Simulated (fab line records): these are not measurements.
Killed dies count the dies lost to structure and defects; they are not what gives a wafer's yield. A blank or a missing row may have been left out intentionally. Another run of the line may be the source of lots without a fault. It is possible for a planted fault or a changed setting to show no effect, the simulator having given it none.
fab line records	flow rit_cmos
record lots=6	wafers=18	last_day=8
route steps=202 shown NLDD@103 PLDD@114 M1@202
lots that met no fault: taken from a fault-free run of the same line
start_h: the number of hours between the record's first day and the start of the first shown wafer of the lot	wait_h: hours since the lot's step before	" unchanged from the row above	L1.1+2: one row covering several wafers at once	- no value, or no start was given	* or withheld: withheld	< > ~ a bound
route shown NAME@n: names a module that has steps shown in the file, with the first one's number in the route	usual: the fault-free wafers' mean and standard deviation	same: alike in all rows	chamber/n: place in a boat	sites: per-site readings	_std_site: standard deviation across them	_edge_site: inner sites' mean taken away from outer sites' mean	radius_mm: how far each site lies from the wafer's centre	mask NAME#n: copy n	behind: the last tool/chamber to shape the wafer	hold: why the lot went on hold/how many hours it stayed there/how the hold came to an end	device: the transistor (n, p or np) that didn't switch	end of line: the tests these same wafers got at the end of their route	for a step that has no rows: nothing shown but its recipe	killed: dies that structure and defects cost at the first sort, which is not the same as the wafer's yield	map: per-die view of a wafer (x killed, . not killed, _ where there is no die)
set.NAME: the setting that was run; set.NAME@STEP: the one run at that earlier step	model.NAME: the simulator's own value behind a step, which no gauge read
lots seen at some steps along the route; tables by step, rows by wafer
services: when a tool's chamber went out of use (start_h, in hours from the record's first day, below 0 if earlier), for how many hours, and the reason
## steps
# step RIT_NLDD_HMDS_00
# recipe prime_time_s=60	prime_temp_c=140
# step RIT_NLDD_COAT_01
# recipe resist=NOVOLAK	spin_rpm=3250	resist_thk_nm=988.5
# step RIT_NLDD_SOFTBAKE_02
# recipe resist=NOVOLAK	temp_c=90	time_s=60
# step RIT_NLDD_EXPOSE_03
# recipe mask_id=M7	na=0.57	target_cd_nm=40700	dose_mj=250
# step RIT_NLDD_PEB_04
# recipe resist=NOVOLAK	temp_c=withheld	time_s=withheld
# step RIT_NLDD_DEVELOP_05
# recipe resist=NOVOLAK	develop_time_s=50	dev_temp_c=23
# step RIT_NLDD_OVL_MEAS_06
# usual NLDD_OVL=1.1/1.4
lot.wafer	tool	chamber	start_h	wait_h	NLDD_OVL[nm]
L581.1	overlay-01	-	45.52	-	0.3
L581.2	"	-	"	"	0.9
L581.3	"	-	"	"	1.5
L584.1	overlay-02	-	58.30	-	1.2
L584.4	"	-	"	"	1.7
L584.5	"	-	"	"	1.6
L588.1	overlay-02	-	80.93	-	2.4
L588.3	"	-	"	"	1.6
L588.4	"	-	"	"	0.6
L591.1	overlay-01	-	92.53	-	-0.4
L591.4	"	-	"	"	2.2
L591.6	"	-	"	"	0.4
L600.1	overlay-01	-	152.47	-	1.0
L600.5	"	-	"	"	-0.4
L600.6	"	-	"	"	1.5
L603.2	overlay-01	-	173.29	-	-0.6
L603.3	"	-	"	"	-2.0
L603.6	"	-	"	"	0.6
# step RIT_NLDD_HARDBAKE_07
# recipe resist=NOVOLAK	temp_c=140	time_s=60
# step RIT_NLDD_IMPLANT_08
# recipe species=P	energy_kev=20	dose_cm2=5e+14	tilt_deg=7
# step RIT_NLDD_STRIP_09
# recipe chemistry=O2	time_s=180	resist=NOVOLAK	platen_temp_c=withheld	power_w=500	pressure_mtorr=4000	o2_flow_sccm=4000
# usual drypump_motor_current_A=5.9/0.41
lot.wafer	tool	chamber	start_h	wait_h	drypump_motor_current_A	rf_hours_counter_h
L581.1	plasma_asher-02	0	45.86	0.1	6.4	42
L581.2	"	1	"	"	5.4	42
L581.3	"	0	"	"	6.4	-
L584.1	plasma_asher-01	0	58.65	0.1	5.7	40
L584.4	"	0	"	"	5.7	-
L584.5	"	1	"	"	5.3	-
L588.1	plasma_asher-03	1	81.27	0.1	6.1	42
L588.3	"	0	"	"	6.2	-
L588.4	"	1	"	"	6.1	-
L591.1	plasma_asher-02	0	92.86	0.1	6.4	47
L591.4	"	1	"	"	5.4	-
L591.6	"	0	"	"	6.4	-
L600.1	plasma_asher-01	1	152.81	0.1	5.2	49
L600.5	"	1	"	"	5.3	-
L600.6	"	0	"	"	5.7	-
L603.2	plasma_asher-03	0	173.62	0.1	6.3	50
L603.3	"	1	"	"	6.1	-
L603.6	"	1	"	"	6.1	-
# step RIT_NLDD_TW_MEAS_10
# usual NLDD_TW=2504/14
lot.wafer	tool	chamber	start_h	wait_h	NLDD_TW
L581.1	film_metro-01	-	46.03	0.1	2503
L581.2	"	-	"	"	2501
L581.3	"	-	"	"	2510
L584.1	film_metro-04	-	58.82	0.1	2528
L584.4	"	-	"	"	2528
L584.5	"	-	"	"	2514
L588.1	film_metro-01	-	81.44	0.1	2501
L588.3	"	-	"	"	2499
L588.4	"	-	"	"	2484
L591.1	film_metro-02	-	93.04	0.1	2501
L591.4	"	-	"	"	2512
L591.6	"	-	"	"	2513
L600.1	film_metro-01	-	152.98	0.1	2484
L600.5	"	-	"	"	2501
L600.6	"	-	"	"	2493
L603.2	film_metro-01	-	173.81	0.1	2474
L603.3	"	-	"	"	2496
L603.6	"	-	"	"	2491
# step RIT_PLDD_HMDS_00
# recipe prime_time_s=60	prime_temp_c=140
# step RIT_PLDD_COAT_01
# recipe resist=NOVOLAK	spin_rpm=3250	resist_thk_nm=1000
# usual spin_speed_rpm=3249.9/2.3
lot.wafer	tool	chamber	start_h	wait_h	spin_speed_rpm	model.NOVOLAK_of_PLDD_COAT_01.thk_nm
L581.1	litho_track-03	0	46.24	0.1	3250.8	995.2
L581.2	"	0	"	"	3251.6	995.7
L581.3	"	0	"	"	3250.5	994.5
L584.1	litho_track-02	0	59.03	0.1	3250.5	1004
L584.4	"	0	"	"	3248.3	996.5
L584.5	"	0	"	"	3246.6	1002
L588.1	litho_track-02	0	81.73	0.1	3248.8	977.8
L588.3	"	0	"	"	3248.8	977.3
L588.4	"	0	"	"	3250.2	979.3
L591.1	litho_track-02	0	93.25	0.1	3245.0	980.3
L591.4	"	0	"	"	3249.8	977.6
L591.6	"	0	"	"	3251.8	979.2
L600.1	litho_track-03	0	153.19	0.1	3249.3	1004
L600.5	"	0	"	"	3247.7	1004
L600.6	"	0	"	"	3249.2	1004
L603.2	litho_track-03	0	174.03	0.1	3252.0	998.9
L603.3	"	0	"	"	3251.0	1000
L603.6	"	0	"	"	3247.4	1002
# step RIT_PLDD_SOFTBAKE_02
# recipe resist=NOVOLAK	temp_c=90	time_s=60
# step RIT_PLDD_EXPOSE_03
# recipe mask_id=M8	na=0.57	target_cd_nm=40900	dose_mj=250
# step RIT_PLDD_PEB_04
# recipe resist=NOVOLAK	temp_c=withheld	time_s=withheld
# step RIT_PLDD_DEVELOP_05
# recipe resist=NOVOLAK	develop_time_s=50	dev_temp_c=23
# step RIT_PLDD_OVL_MEAS_06
# usual PLDD_OVL=0.4/1.6
lot.wafer	tool	chamber	start_h	wait_h	PLDD_OVL[nm]
L581.1	overlay-02	-	47.08	-	1.1
L581.2	"	-	"	"	1.4
L581.3	"	-	"	"	3.4
L584.1	overlay-01	-	59.86	-	-0.9
L584.4	"	-	"	"	0.2
L584.5	"	-	"	"	-0.3
L588.1	overlay-01	-	82.55	-	-2.3
L588.3	"	-	"	"	-1.0
L588.4	"	-	"	"	-1.8
L591.1	overlay-01	-	93.95	-	1.7
L591.4	"	-	"	"	1.8
L591.6	"	-	"	"	3.9
L600.1	overlay-01	-	154.02	-	3.0
L600.5	"	-	"	"	1.6
L600.6	"	-	"	"	-2.0
L603.2	overlay-02	-	174.84	-	0.4
L603.3	"	-	"	"	0.7
L603.6	"	-	"	"	-0.3
# step RIT_PLDD_HARDBAKE_07
# recipe resist=NOVOLAK	temp_c=140	time_s=60
lot.wafer	tool	chamber	start_h	wait_h	model.NOVOLAK_of_PLDD_COAT_01.thk_nm
L581.1	litho_track-04	0	47.12	0.0	879.6
L581.2	"	0	"	"	880
L581.3	"	0	"	"	879
L584.1	litho_track-03	0	59.89	0.0	887.1
L584.4	"	0	"	"	880.8
L584.5	"	0	"	"	885.3
L588.1	litho_track-04	0	82.59	0.0	864.4
L588.3	"	0	"	"	864
L588.4	"	0	"	"	865.6
L591.1	litho_track-02	0	93.99	0.0	866.6
L591.4	"	0	"	"	864.1
L591.6	"	0	"	"	865.5
L600.1	litho_track-02	0	154.06	0.0	886.9
L600.5	"	0	"	"	887.5
L600.6	"	0	"	"	887.3
L603.2	litho_track-02	0	174.89	0.0	882.9
L603.3	"	0	"	"	884.2
L603.6	"	0	"	"	885.5
# step RIT_PLDD_IMPLANT_08
# recipe species=BF2	energy_kev=20	dose_cm2=8.893e+14	tilt_deg=7
# step RIT_M1_PROBE_99
# usual killed_at_front_end=7/3.3	killed_dies=7/3.2	killed_on_rim=1.9/1.5	killed_open=3.6/2.2	killed_short=3.5/2
# same gross_dies=264	killed_at_M0_to_M3=0	killed_at_M4_up=0	killed_at_back_side=0	killed_at_contacts=0	killed_at_other=0
lot.wafer	tool	chamber	start_h	wait_h	killed_at_front_end	killed_dies	killed_on_rim	killed_open	killed_short
L581.1	prober-02	-	61.45	0.1	7	7	4	4	3
L581.2	prober-02	-	61.50	0.1	10	10	3	6	4
L581.3	prober-02	-	61.55	0.2	7	7	2	5	2
L584.1	prober-01	-	74.03	0.1	7	7	2	1	6
L584.4	prober-01	-	74.18	0.2	5	5	0	3	2
L584.5	prober-01	-	74.23	0.2	15	15	4	7	8
L588.1	prober-01	-	96.76	0.1	3	3	1	3	0
L588.3	prober-01	-	96.86	0.2	16	16	6	7	9
L588.4	prober-01	-	96.91	0.2	11	11	2	8	3
L591.1	prober-02	-	109.34	0.1	8	8	3	3	5
L591.4	prober-02	-	109.49	0.2	5	5	1	2	3
L591.6	prober-02	-	109.59	0.2	9	9	5	4	5
L600.1	prober-01	-	168.05	0.1	8	8	3	2	6
L600.5	prober-01	-	168.25	0.2	5	5	1	0	5
L600.6	prober-01	-	168.30	0.2	10	10	2	7	3
L603.2	prober-02	-	191.39	0.1	8	8	1	5	3
L603.3	prober-02	-	191.44	0.2	5	5	2	3	2
L603.6	prober-02	-	191.59	0.2	6	6	2	3	3
# killed by level:class
L581.1 REOX:geometric_particle:short=2 SPACER:geometric_particle:open=2 FOX2:geometric_particle:open=1 REOX:geometric_particle:open=1 SPACER:geometric_particle:short=1
L581.2 FOX2:geometric_particle:open=2 GATE:geometric_particle:open=2 REOX:geometric_particle:short=2 FOX1:geometric_particle:short=1 GATE:geometric_particle:short=1 REOX:geometric_particle:open=1 SPACER:geometric_particle:open=1
L581.3 REOX:geometric_particle:open=2 SPACER:geometric_particle:short=2 GATE:geometric_particle:open=1 SPACER:geometric_particle:open=1 SILICIDE:geometric_particle:open=1
L584.1 SILICIDE:geometric_particle:short=3 FOX1:geometric_particle:short=1 FOX2:geometric_particle:open=1 GATE:geometric_particle:short=1 REOX:geometric_particle:short=1
L584.4 GATE:geometric_particle:open=1 REOX:geometric_particle:open=1 SPACER:geometric_particle:short=1 SILICIDE:geometric_particle:open=1 SILICIDE:geometric_particle:short=1
L584.5 REOX:geometric_particle:short=4 GATE:geometric_particle:open=3 SILICIDE:geometric_particle:open=3 FOX1:geometric_particle:short=1 GATE:geometric_particle:short=1 REOX:geometric_particle:open=1 SPACER:geometric_particle:short=1 SILICIDE:geometric_particle:short=1
L588.1 GATE:geometric_particle:open=2 SPACER:geometric_particle:open=1
L588.3 GATE:geometric_particle:short=4 REOX:geometric_particle:short=3 REOX:geometric_particle:open=3 GATE:geometric_particle:open=2 FOX1:geometric_particle:short=1 SPACER:geometric_particle:open=1 SILICIDE:geometric_particle:short=1 SILICIDE:geometric_particle:open=1
L588.4 SPACER:geometric_particle:open=4 REOX:geometric_particle:open=2 FOX2:geometric_particle:open=1 GATE:geometric_particle:short=1 GATE:geometric_particle:open=1 REOX:geometric_particle:short=1 SPACER:geometric_particle:short=1
L591.1 GATE:geometric_particle:short=4 FOX1:geometric_particle:open=2 FOX1:geometric_particle:short=1 GATE:geometric_particle:open=1
L591.4 GATE:geometric_particle:short=1 REOX:geometric_particle:open=1 SPACER:geometric_particle:short=1 SILICIDE:geometric_particle:short=1 SILICIDE:geometric_particle:open=1
L591.6 GATE:geometric_particle:short=3 GATE:geometric_particle:open=2 SPACER:geometric_particle:short=2 FOX1:geometric_particle:open=1 SPACER:geometric_particle:open=1
L600.1 ACTIVE:geometric_particle:short=2 FOX1:geometric_particle:short=2 FOX1:geometric_particle:open=1 GATE:geometric_particle:short=1 GATE:geometric_particle:open=1 SPACER:geometric_particle:short=1
L600.5 GATE:geometric_particle:short=3 FOX2:geometric_particle:short=1 SILICIDE:geometric_particle:short=1
L600.6 GATE:geometric_particle:open=3 SPACER:geometric_particle:open=2 FOX1:geometric_particle:open=1 GATE:geometric_particle:short=1 SPACER:geometric_particle:short=1 SILICIDE:geometric_particle:open=1 SILICIDE:geometric_particle:short=1
L603.2 GATE:geometric_particle:open=5 GATE:geometric_particle:short=2 SILICIDE:geometric_particle:short=1
L603.3 FOX2:geometric_particle:short=2 REOX:geometric_particle:open=2 GATE:geometric_particle:open=1
L603.6 SPACER:geometric_particle:open=2 SPACER:geometric_particle:short=2 FOX1:geometric_particle:short=1 GATE:geometric_particle:open=1
## services
tool	chamber	start_h	hours	kind
plasma_asher-03	-	41.29	28.1	pm
plasma_asher-02	-	57.74	2.3	repair
plasma_asher-03	-	102.36	0.6	repair
plasma_asher-02	-	108.75	9.0	pm
plasma_asher-02	0	108.75	9.0	vent_cycle
plasma_asher-02	1	108.75	9.0	vent_cycle
plasma_asher-02	0	117.75	-	clean
plasma_asher-02	1	117.75	-	clean
## key
first_sign none at tools or gauges
model_effect step=RIT_PLDD_COAT_01	value=NOVOLAK_of_PLDD_COAT_01.thk_nm	without=996.8	struck=978.6
model_effect step=RIT_PLDD_HARDBAKE_07	value=NOVOLAK_of_PLDD_COAT_01.thk_nm	without=881	struck=865
met_at RIT_PLDD_COAT_01
struck_wafers L588.1,L588.3,L588.4,L591.1,L591.4,L591.6
tester_left_out L588,L591
onset_between 59.03 81.73
fault kind=process_parameter_drift	tool=litho_track-02	chamber=-	onset_h=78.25	steps=RIT_PLDD_COAT_01	channel=resist_thk_nm	offset=-18.281	shape=step	end_h=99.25	acts_in=these_recipes_only	stated=1000
# tester_left_out: of these lots the tester's yield and bins aren't shown, on N5 and GAA mostly nor the transistor test; their killed dies are dies lost to structure and defects alone, not to doping, threshold or leakage, so they don't give the yield
